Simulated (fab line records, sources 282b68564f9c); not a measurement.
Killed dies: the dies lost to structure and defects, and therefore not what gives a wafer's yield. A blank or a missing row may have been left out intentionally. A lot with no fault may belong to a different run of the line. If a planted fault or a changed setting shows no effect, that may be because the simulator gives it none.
A sampling plan put to the test :: flow rit cmos :: 30 faults told of in these records, all on one fab line, each judged by the records of the lots it struck
The plan is the line's own looks: the steps of the route at which a gauge or an inspection reads the wafer and doesn't change it. Where struck wafers have a number at a look and the file lists that look's usual mean and standard deviation on fault-free wafers, the look can be judged. Caught: a look later than the fault's first step finds the struck wafers' mean 4 or more of those standard deviations (sigma) from the usual mean. On the tool: here the same test is run on the tool's own readings at the fault's steps. Also counted as caught: the struck wafers showing another recipe, or a record that is empty for them alone.

## THE FAULTS, as the simulator had put them in
1. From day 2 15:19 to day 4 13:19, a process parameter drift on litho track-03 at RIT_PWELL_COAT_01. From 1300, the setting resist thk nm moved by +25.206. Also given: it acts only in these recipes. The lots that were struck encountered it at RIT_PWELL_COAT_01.
2. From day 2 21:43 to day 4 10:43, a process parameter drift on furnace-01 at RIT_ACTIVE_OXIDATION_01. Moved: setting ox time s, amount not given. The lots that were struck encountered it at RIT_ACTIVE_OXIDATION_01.
3. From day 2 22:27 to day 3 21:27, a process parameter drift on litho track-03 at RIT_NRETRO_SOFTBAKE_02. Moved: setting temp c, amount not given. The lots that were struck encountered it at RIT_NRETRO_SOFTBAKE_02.
4. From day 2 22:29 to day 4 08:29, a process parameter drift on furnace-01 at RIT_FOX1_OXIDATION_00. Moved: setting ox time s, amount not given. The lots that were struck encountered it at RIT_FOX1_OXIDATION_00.
5. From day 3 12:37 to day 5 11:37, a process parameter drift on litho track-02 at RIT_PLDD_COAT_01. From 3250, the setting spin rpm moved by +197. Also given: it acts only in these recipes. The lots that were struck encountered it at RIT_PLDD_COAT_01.
6. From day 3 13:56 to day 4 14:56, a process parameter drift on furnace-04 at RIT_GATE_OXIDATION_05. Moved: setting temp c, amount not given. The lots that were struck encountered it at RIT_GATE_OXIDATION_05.
7. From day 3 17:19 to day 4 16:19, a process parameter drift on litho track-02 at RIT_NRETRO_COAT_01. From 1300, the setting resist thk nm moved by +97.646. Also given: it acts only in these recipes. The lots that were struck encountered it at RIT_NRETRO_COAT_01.
8. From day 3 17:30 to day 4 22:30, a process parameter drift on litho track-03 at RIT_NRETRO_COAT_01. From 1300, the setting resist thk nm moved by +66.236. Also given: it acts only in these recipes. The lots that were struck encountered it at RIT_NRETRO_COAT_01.
9. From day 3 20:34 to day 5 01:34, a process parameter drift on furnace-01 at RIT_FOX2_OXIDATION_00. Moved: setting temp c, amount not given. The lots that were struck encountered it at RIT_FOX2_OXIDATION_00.
10. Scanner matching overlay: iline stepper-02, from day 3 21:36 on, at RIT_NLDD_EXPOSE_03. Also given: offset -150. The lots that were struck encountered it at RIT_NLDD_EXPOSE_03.
11. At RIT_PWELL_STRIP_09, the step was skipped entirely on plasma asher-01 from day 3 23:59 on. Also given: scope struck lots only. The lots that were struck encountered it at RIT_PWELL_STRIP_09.
12. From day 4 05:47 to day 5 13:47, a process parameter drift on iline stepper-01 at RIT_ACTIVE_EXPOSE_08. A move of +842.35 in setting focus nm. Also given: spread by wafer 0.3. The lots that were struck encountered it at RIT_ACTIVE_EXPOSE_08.
13. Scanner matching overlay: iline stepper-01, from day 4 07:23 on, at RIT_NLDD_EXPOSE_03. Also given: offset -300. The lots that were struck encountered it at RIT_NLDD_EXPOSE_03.
14. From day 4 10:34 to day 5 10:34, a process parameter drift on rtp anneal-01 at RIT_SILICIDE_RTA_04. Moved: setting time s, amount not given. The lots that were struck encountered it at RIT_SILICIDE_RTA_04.
15. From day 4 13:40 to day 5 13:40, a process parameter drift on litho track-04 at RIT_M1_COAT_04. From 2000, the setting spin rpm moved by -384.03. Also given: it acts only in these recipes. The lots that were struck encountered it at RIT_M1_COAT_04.
16. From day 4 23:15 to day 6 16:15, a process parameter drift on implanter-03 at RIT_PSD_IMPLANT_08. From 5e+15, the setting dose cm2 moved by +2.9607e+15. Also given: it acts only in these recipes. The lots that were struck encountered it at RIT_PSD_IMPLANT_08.
17. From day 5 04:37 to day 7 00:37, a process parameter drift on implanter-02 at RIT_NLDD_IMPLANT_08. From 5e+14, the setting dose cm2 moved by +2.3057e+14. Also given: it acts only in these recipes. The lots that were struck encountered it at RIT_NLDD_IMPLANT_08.
18. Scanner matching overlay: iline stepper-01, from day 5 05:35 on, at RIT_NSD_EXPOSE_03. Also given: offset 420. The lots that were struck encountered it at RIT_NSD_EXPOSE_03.
19. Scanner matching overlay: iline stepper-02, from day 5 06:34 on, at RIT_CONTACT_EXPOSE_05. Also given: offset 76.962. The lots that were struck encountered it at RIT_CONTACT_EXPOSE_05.
20. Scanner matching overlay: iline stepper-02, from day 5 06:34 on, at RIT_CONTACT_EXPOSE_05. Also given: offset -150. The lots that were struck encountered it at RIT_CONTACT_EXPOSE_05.
21. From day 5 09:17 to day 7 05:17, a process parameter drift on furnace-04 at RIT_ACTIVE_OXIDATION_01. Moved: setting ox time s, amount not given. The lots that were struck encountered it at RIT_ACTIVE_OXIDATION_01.
22. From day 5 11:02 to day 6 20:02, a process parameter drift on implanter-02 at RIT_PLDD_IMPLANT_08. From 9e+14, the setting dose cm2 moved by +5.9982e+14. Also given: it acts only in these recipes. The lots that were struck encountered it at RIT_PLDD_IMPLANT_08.
23. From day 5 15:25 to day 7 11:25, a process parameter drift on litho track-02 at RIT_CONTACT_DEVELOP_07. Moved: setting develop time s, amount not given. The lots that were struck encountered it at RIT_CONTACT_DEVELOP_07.
24. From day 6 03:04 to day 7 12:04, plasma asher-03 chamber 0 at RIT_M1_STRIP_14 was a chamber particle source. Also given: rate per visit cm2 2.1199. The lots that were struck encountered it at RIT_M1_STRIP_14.
25. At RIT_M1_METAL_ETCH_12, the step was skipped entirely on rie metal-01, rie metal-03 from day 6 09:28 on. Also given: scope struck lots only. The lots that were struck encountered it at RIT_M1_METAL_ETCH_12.
26. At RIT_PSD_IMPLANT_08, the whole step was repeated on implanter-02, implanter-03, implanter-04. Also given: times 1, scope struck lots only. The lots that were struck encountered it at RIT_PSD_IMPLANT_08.
27. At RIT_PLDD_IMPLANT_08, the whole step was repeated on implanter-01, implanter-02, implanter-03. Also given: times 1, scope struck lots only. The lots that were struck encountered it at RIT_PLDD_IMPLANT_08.
28. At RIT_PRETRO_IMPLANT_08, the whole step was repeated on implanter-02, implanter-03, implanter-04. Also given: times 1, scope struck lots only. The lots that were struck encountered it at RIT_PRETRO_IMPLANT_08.
29. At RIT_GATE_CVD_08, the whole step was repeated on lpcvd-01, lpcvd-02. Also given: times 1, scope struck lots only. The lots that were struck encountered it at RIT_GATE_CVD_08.
30. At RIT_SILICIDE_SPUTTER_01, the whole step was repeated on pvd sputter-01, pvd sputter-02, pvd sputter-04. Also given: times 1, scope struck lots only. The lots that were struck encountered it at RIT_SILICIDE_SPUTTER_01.

## WHAT THE PLAN SAW
fault: 1
on the tool itself: no reading that can be judged
first look that catches it: not the one look that can be judged after it
reading, sigma: -
median hours from its first step to that look: -
hours from the fault's start to the first struck lot there: -
judged looks passed uncaught: 1

fault: 2
on the tool itself: under 2 sigma
first look that catches it: RIT_ACTIVE_THK_MEAS_02
reading, sigma: ACTIVE_OXIDE_THK +17
median hours from its first step to that look: 1.9
hours from the fault's start to the first struck lot there: 12
judged looks passed uncaught: 0

fault: 3
on the tool itself: heater power total W -37 sigma
first look that catches it: not the one look that can be judged after it
reading, sigma: -
median hours from its first step to that look: -
hours from the fault's start to the first struck lot there: -
judged looks passed uncaught: 1

fault: 4
on the tool itself: no reading that can be judged
first look that catches it: RIT_FOX1_THK_MEAS_01
reading, sigma: FOX1_OXIDE_THK -16
median hours from its first step to that look: 1.3
hours from the fault's start to the first struck lot there: 22
judged looks passed uncaught: 0

fault: 5
on the tool itself: spin speed rpm +93 sigma
first look that catches it: not the one look that can be judged after it
reading, sigma: -
median hours from its first step to that look: -
hours from the fault's start to the first struck lot there: -
judged looks passed uncaught: 1

fault: 6
on the tool itself: tube center temp C -58 sigma
first look that catches it: no look after it can be judged
reading, sigma: -
median hours from its first step to that look: -
hours from the fault's start to the first struck lot there: -
judged looks passed uncaught: 0

fault: 7
on the tool itself: no reading that can be judged
first look that catches it: not the one look that can be judged after it
reading, sigma: -
median hours from its first step to that look: -
hours from the fault's start to the first struck lot there: -
judged looks passed uncaught: 1

fault: 8
on the tool itself: under 2 sigma
first look that catches it: not the one look that can be judged after it
reading, sigma: -
median hours from its first step to that look: -
hours from the fault's start to the first struck lot there: -
judged looks passed uncaught: 1

fault: 9
on the tool itself: tube center temp C +99 or beyond sigma
first look that catches it: none of the 3 looks that can be judged after it
reading, sigma: strongest: FIELD_OXIDE_LEFT_2_THK at RIT_FOX2_THK_MEAS_91, +3.3
median hours from its first step to that look: -
hours from the fault's start to the first struck lot there: -
judged looks passed uncaught: 3

fault: 10
on the tool itself: no reading that can be judged
first look that catches it: RIT_NLDD_OVL_MEAS_06
reading, sigma: NLDD_OVL -92
median hours from its first step to that look: 0.4
hours from the fault's start to the first struck lot there: 9
judged looks passed uncaught: 0

fault: 11
on the tool itself: the tool's record is blank for the struck wafers
first look that catches it: RIT_NRETRO_TW_MEAS_10
reading, sigma: NRETRO_TW -84
median hours from its first step to that look: 7.2
hours from the fault's start to the first struck lot there: 9
judged looks passed uncaught: 0

fault: 12
on the tool itself: exposure dose mJ cm2 -31 sigma
first look that catches it: RIT_ACTIVE_CD_MEAS_11
reading, sigma: cd nm -18
median hours from its first step to that look: 0.4
hours from the fault's start to the first struck lot there: 19
judged looks passed uncaught: 0

fault: 13
on the tool itself: under 2 sigma
first look that catches it: RIT_NLDD_OVL_MEAS_06
reading, sigma: NLDD_OVL -99 or beyond
median hours from its first step to that look: 0.4
hours from the fault's start to the first struck lot there: 7
judged looks passed uncaught: 0

fault: 14
on the tool itself: under 2 sigma
first look that catches it: none of the 8 looks that can be judged after it
reading, sigma: -
median hours from its first step to that look: -
hours from the fault's start to the first struck lot there: -
judged looks passed uncaught: 8

fault: 15
on the tool itself: spin speed rpm -99 or beyond sigma
first look that catches it: RIT_M1_CD_MEAS_09
reading, sigma: cd nm +4.7
median hours from its first step to that look: 0.7
hours from the fault's start to the first struck lot there: 7
judged looks passed uncaught: 0

fault: 16
on the tool itself: dose ions cm2 +99 or beyond sigma
first look that catches it: RIT_SDANNEAL_RS_MEAS_04
reading, sigma: PSD_RS -21
median hours from its first step to that look: 0.8
hours from the fault's start to the first struck lot there: 3
judged looks passed uncaught: 1

fault: 17
on the tool itself: dose ions cm2 +99 or beyond sigma
first look that catches it: RIT_NLDD_TW_MEAS_10
reading, sigma: NLDD_TW +6.9
median hours from its first step to that look: 0.3
hours from the fault's start to the first struck lot there: 3
judged looks passed uncaught: 0

fault: 18
on the tool itself: no reading that can be judged
first look that catches it: RIT_NSD_OVL_MEAS_06
reading, sigma: NSD_OVL +99 or beyond
median hours from its first step to that look: 0.4
hours from the fault's start to the first struck lot there: 7
judged looks passed uncaught: 0

fault: 19
on the tool itself: no reading that can be judged
first look that catches it: RIT_CONTACT_OVL_MEAS_09
reading, sigma: CONTACT_OVL +50
median hours from its first step to that look: 0.6
hours from the fault's start to the first struck lot there: 7
judged looks passed uncaught: 0

fault: 20
on the tool itself: no reading that can be judged
first look that catches it: RIT_CONTACT_OVL_MEAS_09
reading, sigma: CONTACT_OVL -99 or beyond
median hours from its first step to that look: 0.6
hours from the fault's start to the first struck lot there: 7
judged looks passed uncaught: 0

fault: 21
on the tool itself: under 2 sigma
first look that catches it: RIT_ACTIVE_THK_MEAS_02
reading, sigma: ACTIVE_OXIDE_THK -21
median hours from its first step to that look: 2.0
hours from the fault's start to the first struck lot there: 7
judged looks passed uncaught: 0

fault: 22
on the tool itself: dose ions cm2 +99 or beyond sigma
first look that catches it: RIT_PLDD_TW_MEAS_10
reading, sigma: PLDD_TW +11
median hours from its first step to that look: 0.3
hours from the fault's start to the first struck lot there: 3
judged looks passed uncaught: 0

fault: 23
on the tool itself: under 2 sigma
first look that catches it: RIT_CONTACT_CD_MEAS_08
reading, sigma: cd nm +14
median hours from its first step to that look: 0.7
hours from the fault's start to the first struck lot there: 2
judged looks passed uncaught: 0

fault: 24
on the tool itself: under 2 sigma
first look that catches it: no look after it can be judged
reading, sigma: -
median hours from its first step to that look: -
hours from the fault's start to the first struck lot there: -
judged looks passed uncaught: 0

fault: 25
on the tool itself: the tool's record is blank for the struck wafers
first look that catches it: no look after it can be judged
reading, sigma: -
median hours from its first step to that look: -
hours from the fault's start to the first struck lot there: -
judged looks passed uncaught: 0

fault: 26
on the tool itself: no reading that can be judged
first look that catches it: RIT_SDANNEAL_RS_MEAS_04
reading, sigma: PSD_RS -31
median hours from its first step to that look: 1.3
hours from the fault's start to the first struck lot there: -
judged looks passed uncaught: 1

fault: 27
on the tool itself: under 2 sigma
first look that catches it: RIT_PLDD_TW_MEAS_10
reading, sigma: PLDD_TW +17
median hours from its first step to that look: 0.6
hours from the fault's start to the first struck lot there: -
judged looks passed uncaught: 0

fault: 28
on the tool itself: under 2 sigma
first look that catches it: RIT_PRETRO_TW_MEAS_10
reading, sigma: PRETRO_TW +43
median hours from its first step to that look: 0.6
hours from the fault's start to the first struck lot there: -
judged looks passed uncaught: 0

fault: 29
on the tool itself: no reading that can be judged
first look that catches it: RIT_GATE_THK_MEAS_09
reading, sigma: GATE_POLY_THK +99 or beyond
median hours from its first step to that look: 4.3
hours from the fault's start to the first struck lot there: -
judged looks passed uncaught: 0

fault: 30
on the tool itself: under 2 sigma
first look that catches it: RIT_SILICIDE_RS_MEAS_02
reading, sigma: SILICIDE_TI_RS -42
median hours from its first step to that look: 0.5
hours from the fault's start to the first struck lot there: -
judged looks passed uncaught: 0
A dash: the fault isn't caught, or these records don't give the number.

Caught at a look: 20 of 30. Caught on the tool: 11 of 30. By one or the other: 25 of 30.
Caught on the tool alone: faults 3, 5, 6, 9, 25.
Caught at a look alone: faults 2, 4, 10, 13, 18, 19, 20, 21, 23, 26, 27, 28, 29, 30.
Caught by neither: faults 1, 7, 8, 14, 24.

## THINNER SAMPLING
If the look that catches a fault measured only every second or every third lot, by lot number, the first struck lot would be measured this late in the worst case:
fault: 2
struck lots at that look, in order of time: L640, L641
every lot: 12 h
every second lot: 18 h
every third lot: may miss all 2

fault: 4
struck lots at that look, in order of time: L599, L601
every lot: 22 h
every second lot: may miss all 2
every third lot: may miss all 2

fault: 10
struck lots at that look, in order of time: L145, L150
every lot: 9 h
every second lot: 33 h
every third lot: may miss all 2

fault: 11
struck lots at that look, in order of time: L390, L391
every lot: 9 h
every second lot: 13 h
every third lot: may miss all 2

fault: 12
struck lots at that look, in order of time: L161
every lot: 19 h
every second lot: may miss it
every third lot: may miss it

fault: 13
struck lots at that look, in order of time: L355, L356, L357, L358
every lot: 7 h
every second lot: 9 h
every third lot: 13 h

fault: 15
struck lots at that look, in order of time: L813, L816
every lot: 7 h
every second lot: 22 h
every third lot: may miss all 2

fault: 16
struck lots at that look, in order of time: L825, L828
every lot: 3 h
every second lot: 16 h
every third lot: may miss all 2

fault: 17
struck lots at that look, in order of time: L980, L981
every lot: 3 h
every second lot: 8 h
every third lot: may miss all 2

fault: 18
struck lots at that look, in order of time: L949, L950, L951
every lot: 7 h
every second lot: 12 h
every third lot: 19 h

fault: 19
struck lots at that look, in order of time: L802, L803
every lot: 7 h
every second lot: 11 h
every third lot: may miss all 2

fault: 20
struck lots at that look, in order of time: L333, L334, L335
every lot: 7 h
every second lot: 11 h
every third lot: 15 h

fault: 21
struck lots at that look, in order of time: L237, L238
every lot: 7 h
every second lot: 12 h
every third lot: may miss all 2

fault: 22
struck lots at that look, in order of time: L495, L496
every lot: 3 h
every second lot: 10 h
every third lot: may miss all 2

fault: 23
struck lots at that look, in order of time: L473, L474
every lot: 2 h
every second lot: 6 h
every third lot: may miss all 2
The hour figures run from when the fault began to the first measured lot among those it struck. The limit of 4 sigma was tested on all struck wafers together, so one lot alone may lie under it. Other struck lots may not be in these records.

## THE LONGEST TIMED WAY FROM STEP TO LOOK
Fault 11: the median time between RIT_PWELL_STRIP_09 and RIT_NRETRO_TW_MEAS_10 is 7.2 hours. No look between them can be judged.
